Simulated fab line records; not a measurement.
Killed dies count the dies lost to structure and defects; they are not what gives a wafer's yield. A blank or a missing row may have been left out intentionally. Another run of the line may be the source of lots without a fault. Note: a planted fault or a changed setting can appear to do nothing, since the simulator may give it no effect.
Problem report, 8D (eight disciplines) form, completed by code    flow rit cmos    the parts of the form that need people (team, actions taken, sign-off) are left out

== 1. WHAT WENT WRONG ==
M1_AL_RS at RIT_M1_RS_MEAS_01 reads a mean of 0.0767 ohm/sq on 1 wafer of 1 lot; wafers without a fault read 0.0735 ohm/sq with a standard deviation of 0.00066. That is +4.8 standard deviations from the usual mean.
The step: measures by four-point-probe.
First observed at day 5 12:48: wafer L696.3, on film metro-02. At this step, 33 wafers from 11 lots have a number in the record. The rule behind "out" and "out of limits": a value lying over 4 standard deviations away from the usual mean. The rest of the wafers with a number are treated as sound.

== 2. WHAT IT IS, WHAT IT ISN'T ==
question                     is                is not
which readings at this step  M1_AL_RS          -
which lots                   L696              L685, L686, L687, L688, L691, L699, L701, L703, L705, L707
which wafers of those lots   L696.3            L696.2, L696.5
read on which gauges         film metro-02     film metro-01, film metro-03
when                         from day 5 12:48  up to then (17 sound wafers); but 15 sound wafers of L699, L701, L703, L705, L707 came after

== 3. THE SUSPECTS, EACH WITH WHAT RULES IT OUT ==
Counting: if a tool at a process step up to the reading ran every lot that is out, it stays a suspect. Sound lots after the first of them don't rule it out here, since some wafers of a struck lot are sound.
- ruled out: the gauge at RIT_M1_RS_MEAS_01. All the wafers that are out were read on film metro-02, but those of them that RIT_M1_SPUTTER_00 has rows for are out there too, on other tools.
- pvd sputter-03 at RIT_M1_SPUTTER_00 (material Al, target thk 400 nm, time 500 s): kept. The lot that is out, L696, ran on it at day 5 12:29; the last sound lot it ran before that was L688, at day 3 18:49. Out on those wafers are its own readings of chamber pressure pa.
The count leaves pvd sputter-03 at RIT_M1_SPUTTER_00.

== 4. THE CAUSE (what the simulator had put in) ==
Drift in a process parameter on pvd sputter-03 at RIT_M1_SPUTTER_00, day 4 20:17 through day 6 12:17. From 0.4, the setting chamber pressure pa moved by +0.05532. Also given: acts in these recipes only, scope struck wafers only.
Counting left only this tool.

== 5. THE CHAIN OF EFFECTS, in route order ==
Rows list readings where the struck wafers' mean (over those with a number) sits beyond 3 standard deviations from the usual. Scope: only readings with a usual standard deviation given in the record; hours: median across lots of the time from each lot's start at the first step in this table that gives one to its start at this step; sigmas: change in usual standard deviations.
hours  step               reading              usual          on struck wafers  change   sigmas
0      RIT_M1_SPUTTER_00  chamber pressure pa  0.4001 Pa      0.4558            +0.0557  +76
0      RIT_M1_RS_MEAS_01  M1_AL_RS             0.0735 ohm/sq  0.0767            +0.0032  +4.8
4      RIT_M1_PROBE_99    killed at contacts   0.1            1.0               +0.9     +3.1
Here are the process steps it includes:
- RIT_M1_SPUTTER_00: material Al, target thk 400 nm, time 500 s.
- RIT_M1_PROBE_99

== 6. WHAT WOULD HAVE CAUGHT IT SOONER ==
In this record the first reading out of limits at a measuring or inspecting step was taken at day 5 12:48, 17 hours after the fault began at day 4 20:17.
The tool's own readings at RIT_M1_SPUTTER_00 were out on every struck wafer that the step has a row for (chamber pressure pa): an alarm limit on them would have fired on the first of those.
All the lots that are out (1) had begun RIT_M1_SPUTTER_00 on pvd sputter-03 by day 5 12:48. None of them would have been spared by holding the tool at that moment.
